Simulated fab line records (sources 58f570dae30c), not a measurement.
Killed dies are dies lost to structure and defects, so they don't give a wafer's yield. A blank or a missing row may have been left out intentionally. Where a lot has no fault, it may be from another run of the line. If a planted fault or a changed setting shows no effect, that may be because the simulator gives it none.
Matching of chambers ; flow berkeley_cmos170 ; UCB170_SPACER_ETCHBACK_03 on rie_diel-01 has 4 sister chambers
The step etches SiO2 in CHF3/CF4/Ar, stops on Si, target depth 376 nm, time 100 s. 4 wafers are shown with their chamber, then 6 later ones without.

== WAFERS WITH THEIR CHAMBER ==
wafer;chamber;drypump_motor_current_A (A)
L122.1;1;6.0
L124.4;0;5.4
L124.5;2;6.0
L124.6;3;5.5

== WAFERS MISSING THEIR CHAMBER ==
wafer;drypump_motor_current_A (A)
L127.1;6.0
L127.4;6.0
L127.5;5.3
L129.1;6.0
L129.2;6.0
L129.5;5.3

== THE CHAMBER EACH PASSED THROUGH ==
wafer;from the rows above;in truth
L127.1;can't be placed: 1 or 2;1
L127.4;can't be placed: 1 or 2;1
L127.5;can't be placed: 0 or 3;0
L129.1;can't be placed: 1 or 2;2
L129.2;can't be placed: 1 or 2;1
L129.5;can't be placed: 0 or 3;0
Placed correctly: 0 of 6. Not placeable from these rows: 6 (in 6, the candidates include the true chamber). Number placed wrongly: 0.
How it was worked out, from the rows above alone: a wafer's distance from a chamber is the root of the sum, over the readings, of the square of ((its reading less the chamber's mean) divided by the reading's scatter). If the next closest chamber is less than 2 further off than the closest, the wafer can't be placed; otherwise it belongs to the closest. For every chamber, the mean is computed from those of its wafers that are shown. The scatter: root of mean squared gap, hidden wafer to nearest shown wafer, with one shown wafer a chamber.
